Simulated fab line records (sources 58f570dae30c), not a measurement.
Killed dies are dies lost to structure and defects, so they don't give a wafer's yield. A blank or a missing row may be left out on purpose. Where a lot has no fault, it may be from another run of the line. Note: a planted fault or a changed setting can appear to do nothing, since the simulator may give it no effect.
fab line records	flow berkeley_cmos170
record: lots: 5	wafers: 23
route steps=331 shown GATE@140 NLDD@159 NSD@188 SILICIDE@211 CONTACT@228
start_h: hours from the record's first day to the start of the lot's first wafer shown	wait_h: time in hours since the lot's previous step	" same as the row above	L1.1+2: several wafers, shown together as one row	- no value, or no start was given	* or withheld: withheld	< > ~ a bound
route shown NAME@n: NAME is a module with steps in the file, n the number in the route of the first one	usual: average and standard deviation across the fault-free wafers	same: alike in all rows	chamber/n: place in a boat	sites: readings site by site	_std_site: standard deviation across them	_edge_site: the outer-site mean with the inner-site mean subtracted	radius_mm: for every site, how far away it sits from the centre of the wafer	mask NAME#n: copy n	behind: the most recent tool/chamber to have shaped the wafer	hold: why the lot went on hold/how many hours it stayed there/how the hold came to an end	device: transistor that didn't switch, given as n, p or np	end of line: at the end of the route, the tests of the same wafers	where a step has no rows: the recipe by itself	killed: count of dies lost to structure and defects at first sort (not the wafer's yield)	map: shows each die of a wafer: x if killed, . if not, _ if none is there
set.NAME: the run value of the setting; set.NAME@STEP: its run value at that earlier step	model.NAME: the simulator's own value behind a step, which no gauge read
lots where settings were altered on purpose, with a table for each step and a row for each wafer
== steps ==
step: UCB170_GATE_ETCH_14
recipe: chemistry: N2/H2	target_depth_a: withheld	overetch_a: withheld	target: BARC	time_s: withheld	source_w: 500	bias_w: 100	pressure_mtorr: 30	n2_flow_sccm: 100	h2_flow_sccm: 200
lot.wafer	tool	chamber	start_h	wait_h	set.pressure_mtorr
L074.1+2+3+4+5	rie_diel-01	2,0,3,1,1	126.25	0.0	32.73
L076.1+2+4+5+6	rie_diel-04	0,1,2,3,0	131.39	0.0	25.78
L077.2+3+4+5+6	rie_diel-04	3,0,1,2,3	146.87	0.0	32.5
L078.1+3+4+5+6	rie_diel-01	0,1,1,0,2	147.14	0.0	32.8
L084.1+4+5	rie_diel-01	2,2,1	175.57	0.0	30
step: UCB170_GATE_ETCH_15
recipe: chemistry: HBr/Cl2	target: poly-Si	stop_on: SiO2	over_etch_frac: 0.3	icp_w: 300	bias_w: 150	time_s: 56.3	pressure_mtorr: 15	HBr_flow_sccm: 150	Cl2_flow_sccm: 50	target_depth_a: 2782
lot.wafer	tool	chamber	start_h	wait_h	set.dose_mj@GATE_EXPOSE_09	model.GATE.cd_nm
L074.1	rie_si-02	1	126.29	-	21	349.9
L074.2	"	0	"	"	21	348.7
L074.3	"	2	"	"	21	348.5
L074.4	"	3	"	"	21	349.4
L074.5	"	2	"	"	21	349.8
L076.1	rie_si-01	3	131.43	-	21	350.4
L076.2	"	2	"	"	21	351.1
L076.4+6	"	1,2	"	"	21.85	344.3
L076.5	"	1	"	"	21.85	343.2
L077.2	rie_si-01	2	146.91	-	22.26	338.6
L077.3	"	1	"	"	21	348.7
L077.4	"	2	"	"	21	351.3
L077.5	"	3	"	"	22.26	340
L077.6	"	1	"	"	22.26	340.3
L078.1	rie_si-02	0	147.18	-	21	350.3
L078.3	"	2	"	"	21	351.3
L078.4	"	1	"	"	21	353
L078.5	"	1	"	"	21	350.5
L078.6	"	2	"	"	21	353.3
L084.1	rie_si-01	1	175.61	-	21	350.8
L084.4	"	0	"	"	21	350.9
L084.5	"	0	"	"	21	349.7
step: UCB170_GATE_STRIP_16
recipe: chemistry: O2	power_w: 400	pressure_mtorr: 3500	platen_temp_c: withheld	o2_flow_sccm: 400	overash_fraction: 0.5
step: UCB170_GATE_CD_MEAS_90
recipe: target_cd_nm: 350
usual: cd_nm: 350.3/1.5
lot.wafer	tool	chamber	start_h	wait_h	set.dose_mj@GATE_EXPOSE_09	cd_nm
L074.1	cd_sem-02	-	126.44	0.1	21	350.0
L074.2	"	-	"	"	21	348.7
L074.3	"	-	"	"	21	348.8
L074.4	"	-	"	"	21	349.7
L074.5	"	-	"	"	21	350.0
L076.1	cd_sem-01	-	131.58	0.1	21	350.4
L076.2	"	-	"	"	21	350.9
L076.4	"	-	"	"	21.85	344.5
L076.5	"	-	"	"	21.85	343.3
L076.6	"	-	"	"	21.85	344.5
L077.2	cd_sem-01	-	147.13	0.1	22.26	338.5
L077.3	"	-	"	"	21	348.6
L077.4	"	-	"	"	21	351.4
L077.5	"	-	"	"	22.26	339.9
L077.6	"	-	"	"	22.26	340.0
L078.1	cd_sem-01	-	147.35	0.1	21	350.3
L078.3	"	-	"	"	21	351.2
L078.4	"	-	"	"	21	353.2
L078.5	"	-	"	"	21	350.7
L078.6	"	-	"	"	21	353.5
L084.1	cd_sem-02	-	175.76	0.1	21	350.6
L084.4	"	-	"	"	21	350.9
L084.5	"	-	"	"	21	350.1
step: UCB170_NLDD_COAT_01
recipe: resist: KrF	spin_rpm: 1500	resist_thk_nm: 900
lot.wafer	tool	chamber	start_h	wait_h	set.resist_thk_nm	model.KrF_of_NLDD_COAT_01.thk_nm
L074.1	litho_track-04	0	128.94	0.1	900	898.1
L074.2	"	0	"	"	873.4	872.6
L074.3	"	0	"	"	873.4	871.5
L074.4	"	0	"	"	900	897.8
L074.5	"	0	"	"	900	899.3
L076.1	litho_track-01	0	135.38	0.1	870.7	872.8
L076.2	"	0	"	"	870.7	876.4
L076.4	"	0	"	"	870.7	870.2
L076.5	"	0	"	"	900	902
L076.6	"	0	"	"	900	903.1
L077.2	litho_track-02	0	150.10	0.1	900	898.3
L077.3	"	0	"	"	900	898.8
L077.4	"	0	"	"	900	896.9
L077.5	"	0	"	"	900	898
L077.6	"	0	"	"	900	899.6
L078.1	litho_track-04	0	150.49	0.1	900	897.9
L078.3	"	0	"	"	900	898
L078.4	"	0	"	"	900	896.9
L078.5	"	0	"	"	933.1	930.9
L078.6	"	0	"	"	933.1	933.3
L084.1	litho_track-01	0	179.46	0.1	900	898.4
L084.4	"	0	"	"	900	900.7
L084.5	"	0	"	"	900	896.8
step: UCB170_NLDD_SOFTBAKE_02
recipe: resist: KrF	temp_c: 130	time_s: 60
step: UCB170_NLDD_EXPOSE_03
recipe: mask_id: NSELECT	na: 0.5	sigma_outer: 0.6	source_shape: conventional	target_cd_nm: 1200	dose_mj: 30
step: UCB170_NLDD_IMPLANT_08
recipe: species: As	dose_cm2: 5e+13	energy_kev: 30	tilt_deg: 7	rotation_deg: 0
step: UCB170_NLDD_IMPLANT_09
recipe: species: As	dose_cm2: 5e+13	energy_kev: 30	tilt_deg: 7	rotation_deg: 180
step: UCB170_NLDD_STRIP_10
recipe: chemistry: O2	power_w: 400	pressure_mtorr: 3500	platen_temp_c: withheld	o2_flow_sccm: 400	overash_fraction: 0.5
usual: strip_time_to_endpoint_s: 21.59/0.051
lot.wafer	tool	chamber	start_h	wait_h	set.resist_thk_nm@NLDD_COAT_01	strip_time_to_endpoint_s
L074.1	plasma_asher-01	1	130.22	0.1	900	21.58
L074.2	"	0	"	"	873.4	20.98
L074.3	"	1	"	"	873.4	20.95
L074.4	"	0	"	"	900	21.57
L074.5	"	1	"	"	900	21.61
L076.1	plasma_asher-01	0	136.67	0.1	870.7	20.99
L076.2	"	1	"	"	870.7	21.07
L076.4	"	1	"	"	870.7	20.92
L076.5	"	1	"	"	900	21.67
L076.6	"	0	"	"	900	21.69
L077.2	plasma_asher-01	0	151.41	0.1	900	21.58
L077.3	"	1	"	"	900	21.60
L077.4	"	0	"	"	900	21.55
L077.5	"	0	"	"	900	21.59
L077.6	"	1	"	"	900	21.63
L078.1	plasma_asher-02	0	151.76	0.1	900	21.58
L078.3	"	0	"	"	900	21.59
L078.4	"	1	"	"	900	21.55
L078.5	"	0	"	"	933.1	22.38
L078.6	"	1	"	"	933.1	22.43
L084.1	plasma_asher-01	0	180.78	0.1	900	21.60
L084.4	"	1	"	"	900	21.65
L084.5	"	0	"	"	900	21.55
step: UCB170_NSD_COAT_01
recipe: resist: KrF	spin_rpm: 1500	resist_thk_nm: 900
lot.wafer	tool	chamber	start_h	wait_h	set.resist_thk_nm	model.KrF_of_NSD_COAT_01.thk_nm
L074.1	litho_track-03	0	137.70	0.1	900	901.9
L074.2	"	0	"	"	900	901.5
L074.3	"	0	"	"	900	902.5
L074.4	"	0	"	"	900	904
L074.5	"	0	"	"	900	902.8
L076.1	litho_track-03	0	144.91	0.1	885.7	888.3
L076.2	"	0	"	"	900	899.1
L076.4	"	0	"	"	885.7	883.9
L076.5	"	0	"	"	900	902.3
L076.6	"	0	"	"	885.7	888.7
L078.1	litho_track-03	0	161.83	0.1	938.6	941.3
L078.3	"	0	"	"	900	902
L078.4	"	0	"	"	900	906
L078.5	"	0	"	"	900	906.5
L078.6	"	0	"	"	938.6	940.3
L077.2	litho_track-04	0	161.86	0.1	931.9	933.1
L077.3	"	0	"	"	900	897.8
L077.4	"	0	"	"	931.9	932.3
L077.5	"	0	"	"	931.9	933.4
L077.6	"	0	"	"	900	898.9
L084.1	litho_track-03	0	187.18	0.1	900	903.3
L084.4	"	0	"	"	900	903.5
L084.5	"	0	"	"	900	899.2
step: UCB170_NSD_SOFTBAKE_02
recipe: resist: KrF	temp_c: 130	time_s: 60
lot.wafer	tool	chamber	start_h	wait_h	set.time_s
L074.1+3	litho_track-03	0	137.85	0.1	60
L074.2+4+5	"	0	"	"	68.17
L076.1+4	litho_track-03	0	145.06	0.1	53.08
L076.2+5+6	"	0	"	"	60
L078.1+3	litho_track-03	0	161.98	0.1	54.42
L078.4+5+6	"	0	"	"	60
L077.2+3+4+5+6	litho_track-04	0	162.01	0.1	60
L084.1+4+5	litho_track-03	0	187.33	0.1	60
step: UCB170_NSD_EXPOSE_03
recipe: mask_id: NSELECT_MOD	na: 0.5	sigma_outer: 0.6	source_shape: conventional	target_cd_nm: 1200	dose_mj: 30
step: UCB170_NSD_PEB_04
recipe: peb_temp_c: 130	peb_time_s: withheld	resist: KrF
step: UCB170_NSD_IMPLANT_08
recipe: species: P	dose_cm2: 3e+15	energy_kev: 40	tilt_deg: 7
step: UCB170_NSD_STRIP_09
recipe: chemistry: O2	power_w: 400	pressure_mtorr: 3500	platen_temp_c: withheld	o2_flow_sccm: 400	overash_fraction: 0.5
usual: strip_time_to_endpoint_s: 35.87/0.059
lot.wafer	tool	chamber	start_h	wait_h	set.resist_thk_nm@NSD_COAT_01	strip_time_to_endpoint_s
L074.1	plasma_asher-01	1	138.88	0.1	900	35.84
L074.2	"	0	"	"	900	35.82
L074.3	"	1	"	"	900	35.86
L074.4	"	0	"	"	900	35.91
L074.5	"	0	"	"	900	35.85
L076.1	plasma_asher-04	1	146.24	0.1	885.7	35.52
L076.2	"	0	"	"	900	35.78
L076.4	"	1	"	"	885.7	35.44
L076.5	"	1	"	"	900	35.88
L076.6	"	0	"	"	885.7	35.52
L077.2	plasma_asher-01	0	163.16	0.1	931.9	36.66
L077.3	"	1	"	"	900	35.77
L077.4	"	0	"	"	931.9	36.56
L077.5	"	0	"	"	931.9	36.59
L077.6	"	1	"	"	900	35.82
L078.1	plasma_asher-03	0	163.44	0.1	938.6	36.83
L078.3	"	0	"	"	900	35.83
L078.4	"	1	"	"	900	35.95
L078.5	"	1	"	"	900	35.94
L078.6	"	0	"	"	938.6	36.81
L084.1	plasma_asher-03	1	188.85	0.1	900	35.87
L084.4	"	0	"	"	900	35.86
L084.5	"	0	"	"	900	35.78
step: UCB170_SILICIDE_SPUTTER_01
recipe: material: Ti	target_thk_nm: 30	time_s: 25	power_w: 1500	chamber_pressure_pa: 0.5
lot.wafer	tool	chamber	start_h	wait_h	set.time_s	model.Ti_of_SILICIDE_SPUTTER_01.thk_nm
L074.1	pvd_sputter-01	-	140.61	0.0	25	30.24
L074.2	"	-	"	"	25	29.93
L074.3	"	-	"	"	25	30.7
L074.4	"	-	"	"	25	30.45
L074.5	"	-	"	"	25	29.63
L076.1	pvd_sputter-01	-	148.49	0.0	25	30.36
L076.2	"	-	"	"	28.71	34.92
L076.4	"	-	"	"	28.71	35.12
L076.5	"	-	"	"	25	30.23
L076.6	"	-	"	"	28.71	34.83
L077.2	pvd_sputter-02	-	167.17	0.0	25	29.96
L077.3	"	-	"	"	25	31.24
L077.4	"	-	"	"	25	29.82
L077.5	"	-	"	"	25	31.29
L077.6	"	-	"	"	25	29.87
L078.1	pvd_sputter-04	-	167.17	0.0	25	30.61
L078.3	"	-	"	"	26.46	31.74
L078.4	"	-	"	"	25	30.28
L078.5	"	-	"	"	26.46	32.39
L078.6	"	-	"	"	25	30.21
L084.1	pvd_sputter-02	-	193.05	0.0	25	29.43
L084.4	"	-	"	"	25	31.08
L084.5	"	-	"	"	25	29.58
step: UCB170_SILICIDE_RS_MEAS_02
recipe: thk_meas_gauge: four-point-probe	reads: Ti_of_SILICIDE_SPUTTER_01
usual: SILICIDE_TI_RS: 25.9/0.52
lot.wafer	tool	chamber	start_h	wait_h	set.time_s@SILICIDE_SPUTTER_01	SILICIDE_TI_RS[ohm/sq]
L074.1	film_metro-04	-	140.65	0.0	25	25.8
L074.2	"	-	"	"	25	26.1
L074.3	"	-	"	"	25	25.3
L074.4	"	-	"	"	25	25.5
L074.5	"	-	"	"	25	26.4
L076.1	film_metro-02	-	148.52	0.0	25	25.8
L076.2	"	-	"	"	28.71	21.9
L076.4	"	-	"	"	28.71	21.8
L076.5	"	-	"	"	25	25.9
L076.6	"	-	"	"	28.71	22.0
L078.1	film_metro-04	-	167.20	0.0	25	25.4
L078.3	"	-	"	"	26.46	24.4
L078.4	"	-	"	"	25	25.7
L078.5	"	-	"	"	26.46	23.8
L078.6	"	-	"	"	25	25.8
L077.2	film_metro-01	-	167.22	0.0	25	26.2
L077.3	"	-	"	"	25	24.9
L077.4	"	-	"	"	25	26.3
L077.5	"	-	"	"	25	24.9
L077.6	"	-	"	"	25	26.3
L084.1	film_metro-04	-	193.08	0.0	25	26.6
L084.4	"	-	"	"	25	25.0
L084.5	"	-	"	"	25	26.5
step: UCB170_SILICIDE_THK_MEAS_03
recipe: thk_meas_gauge: xrf	reads: Ti_of_SILICIDE_SPUTTER_01
usual: SILICIDE_TI_THK: 30.6/0.56
lot.wafer	tool	chamber	start_h	wait_h	set.time_s@SILICIDE_SPUTTER_01	SILICIDE_TI_THK[nm]
L074.1	film_metro-04	-	140.77	0.1	25	30.6
L074.2	"	-	"	"	25	30.3
L074.3	"	-	"	"	25	31.3
L074.4	"	-	"	"	25	31.1
L074.5	"	-	"	"	25	30.1
L076.1	film_metro-02	-	148.64	0.1	25	30.7
L076.2	"	-	"	"	28.71	35.4
L076.4	"	-	"	"	28.71	35.6
L076.5	"	-	"	"	25	30.7
L076.6	"	-	"	"	28.71	35.3
L078.1	film_metro-04	-	167.32	0.1	25	31.2
L078.3	"	-	"	"	26.46	32.3
L078.4	"	-	"	"	25	30.7
L078.5	"	-	"	"	26.46	32.8
L078.6	"	-	"	"	25	30.8
L077.2	film_metro-01	-	167.33	0.1	25	30.4
L077.3	"	-	"	"	25	31.9
L077.4	"	-	"	"	25	30.3
L077.5	"	-	"	"	25	31.8
L077.6	"	-	"	"	25	30.5
L084.1	film_metro-04	-	193.20	0.1	25	29.7
L084.4	"	-	"	"	25	31.4
L084.5	"	-	"	"	25	29.9
step: UCB170_CONTACT_EXPOSE_12
recipe: mask_id: CONT	target_cd_nm: 700	na: 0.5	sigma_outer: 0.6	source_shape: conventional	dose_mj: 35
lot.wafer	tool	chamber	start_h	wait_h	mask	set.dose_mj
L074.1+4	krf_scanner-02	0	144.29	-	CONT#0	35
L074.2+3+5	"	0	"	"	CONT#0	36.28
L076.1+4	krf_scanner-01	0	152.56	-	CONT#0	34.03
L076.2+5+6	"	0	"	"	CONT#0	35
L078.1+5+6	krf_scanner-01	0	-	-	CONT#0	35
L078.3+4	"	0	"	"	CONT#0	32.78
L077.2+3+4	krf_scanner-01	0	173.65	-	CONT#0	35
L077.5+6	"	0	"	"	CONT#0	37.31
L084.1+4+5	krf_scanner-01	0	199.45	-	CONT#0	35
step: UCB170_CONTACT_PEB_13
recipe: peb_temp_c: 130	peb_time_s: withheld	resist: KrF
step: UCB170_CONTACT_DEVELOP_14
recipe: developer: TMAH	develop_time_s: 45	resist: KrF	dev_temp_c: 21
step: UCB170_CONTACT_CD_MEAS_15
recipe: target_cd_nm: 700
usual: cd_nm: 700.1/1.2
lot.wafer	tool	chamber	start_h	wait_h	set.dose_mj@CONTACT_EXPOSE_12	cd_nm
L074.1	cd_sem-02	-	144.68	-	35	700.0
L074.2	"	-	"	"	36.28	706.5
L074.3	"	-	"	"	36.28	706.4
L074.4	"	-	"	"	35	701.5
L074.5	"	-	"	"	36.28	706.6
L076.1	cd_sem-02	-	152.99	-	34.03	692.6
L076.2	"	-	"	"	35	697.6
L076.4	"	-	"	"	34.03	693.6
L076.5	"	-	"	"	35	698.6
L076.6	"	-	"	"	35	699.0
L078.1	cd_sem-02	-	174.54	-	35	700.0
L078.3	"	-	"	"	32.78	688.8
L078.4	"	-	"	"	32.78	689.2
L078.5	"	-	"	"	35	702.2
L078.6	"	-	"	"	35	700.0
L077.2	cd_sem-02	-	174.97	-	35	700.4
L077.3	"	-	"	"	35	699.8
L077.4	"	-	"	"	35	700.4
L077.5	"	-	"	"	37.31	712.4
L077.6	"	-	"	"	37.31	712.4
L084.1	cd_sem-01	-	199.98	-	35	701.2
L084.4	"	-	"	"	35	701.4
L084.5	"	-	"	"	35	700.3
step: UCB170_CONTACT_ETCH_17
recipe: chemistry: N2/H2	target_depth_a: withheld	overetch_a: withheld	target: BARC	time_s: withheld	source_w: 500	bias_w: 100	pressure_mtorr: 30	n2_flow_sccm: 100	h2_flow_sccm: 200
lot.wafer	tool	chamber	start_h	wait_h	set.dose_mj@CONTACT_EXPOSE_12	model.CONTACT.cd_nm
L074.1	rie_diel-01	2	144.84	0.0	35	700.1
L074.2	"	0	"	"	36.28	708
L074.3	"	1	"	"	36.28	705
L074.4	"	1	"	"	35	700.4
L074.5	"	0	"	"	36.28	707.5
L076.1	rie_diel-02	3	153.15	0.0	34.03	690.9
L076.2	"	1	"	"	35	697.4
L076.4	"	2	"	"	34.03	694
L076.5	"	1	"	"	35	698.4
L076.6	"	0	"	"	35	700.2
L078.1	rie_diel-03	2	174.70	0.0	35	699.6
L078.3	"	0	"	"	32.78	689.6
L078.4	"	1	"	"	32.78	688.3
L078.5	"	2	"	"	35	701.8
L078.6	"	3	"	"	35	700.5
L077.2	rie_diel-03	1	175.10	0.0	35	699.5
L077.3	"	0	"	"	35	700.3
L077.4	"	3	"	"	35	700.4
L077.5	"	1	"	"	37.31	711.1
L077.6	"	2	"	"	37.31	711.4
L084.1	rie_diel-02	3	200.14	0.0	35	699.9
L084.4+5	"	2,0	"	"	35	701.6
step: UCB170_CONTACT_ETCH_18
recipe: chemistry: CHF3/CF4/Ar	target: PSG	stop_on: TiSi2	CHF3_flow_sccm: 45	cf4_flow_sccm: 15	Ar_flow_sccm: 150	pressure_mtorr: 200	rf_w: 700	target_depth_a: 8400	over_etch_frac: 0.2	time_s: 195
step: UCB170_CONTACT_STRIP_19
recipe: chemistry: O2	power_w: 400	pressure_mtorr: 3500	platen_temp_c: withheld	o2_flow_sccm: 400	overash_fraction: 0.5
step: UCB170_CONTACT_CD_MEAS_90
recipe: target_cd_nm: 700
usual: cd_nm: 700.3/1.4
lot.wafer	tool	chamber	start_h	wait_h	set.dose_mj@CONTACT_EXPOSE_12	cd_nm
L074.1	cd_sem-01	-	145.11	0.1	35	699.9
L074.2	"	-	"	"	36.28	709.3
L074.3	"	-	"	"	36.28	704.7
L074.4	"	-	"	"	35	700.3
L074.5	"	-	"	"	36.28	708.8
L076.1	cd_sem-02	-	153.42	0.1	34.03	691.4
L076.2	"	-	"	"	35	697.1
L076.4	"	-	"	"	34.03	693.6
L076.5	"	-	"	"	35	698.3
L076.6	"	-	"	"	35	701.4
L078.1	cd_sem-01	-	175.05	0.2	35	700.6
L078.3	"	-	"	"	32.78	689.8
L078.4	"	-	"	"	32.78	688.1
L078.5	"	-	"	"	35	701.9
L078.6	"	-	"	"	35	700.8
L077.2	cd_sem-02	-	175.57	0.3	35	699.5
L077.3	"	-	"	"	35	700.6
L077.4	"	-	"	"	35	701.6
L077.5	"	-	"	"	37.31	711.4
L077.6	"	-	"	"	37.31	711.8
L084.1	cd_sem-01	-	200.41	0.1	35	700.9
L084.4	"	-	"	"	35	701.8
L084.5	"	-	"	"	35	702.1
== key ==
split: step: UCB170_GATE_ETCH_14	setting: pressure_mtorr	stated: 30	by: lot
response none clear
split: step: UCB170_NLDD_COAT_01	setting: resist_thk_nm	stated: 900	by: wafer
response: step: UCB170_NLDD_COAT_01	reading: model.KrF_of_NLDD_COAT_01.thk_nm	change: +9.15	per: 1%	r: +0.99
response: step: UCB170_NLDD_STRIP_10	reading: strip_time_to_endpoint_s	change: *	per: 1%	r: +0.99
split: step: UCB170_NSD_COAT_01	setting: resist_thk_nm	stated: 900	by: wafer
response: step: UCB170_NSD_COAT_01	reading: model.KrF_of_NSD_COAT_01.thk_nm	change: +8.92	per: 1%	r: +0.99
response: step: UCB170_NSD_STRIP_09	reading: strip_time_to_endpoint_s	change: *	per: 1%	r: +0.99
split: step: UCB170_NSD_SOFTBAKE_02	setting: time_s	stated: 60	by: wafer
response none clear
split: step: UCB170_SILICIDE_SPUTTER_01	setting: time_s	stated: 25	by: wafer
response: step: UCB170_SILICIDE_SPUTTER_01	reading: model.Ti_of_SILICIDE_SPUTTER_01.thk_nm	change: +0.311	per: 1%	r: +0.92
response: step: UCB170_SILICIDE_RS_MEAS_02	reading: SILICIDE_TI_RS	change: -0.266	per: 1%	r: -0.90
response: step: UCB170_SILICIDE_THK_MEAS_03	reading: SILICIDE_TI_THK	change: +0.313	per: 1%	r: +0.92
split: step: UCB170_CONTACT_EXPOSE_12	setting: dose_mj	stated: 35	by: wafer
response: step: UCB170_CONTACT_CD_MEAS_15	reading: cd_nm	change: +1.82	per: 1%	r: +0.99
response: step: UCB170_CONTACT_ETCH_17	reading: model.CONTACT.cd_nm	change: +1.8	per: 1%	r: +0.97
response: step: UCB170_CONTACT_CD_MEAS_90	reading: cd_nm	change: +1.86	per: 1%	r: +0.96
split outside_this_file step=UCB170_GATE_EXPOSE_09 setting=dose_mj
split outside_this_file: this setting was split too, and the file shows its column; the key of that split is in another file
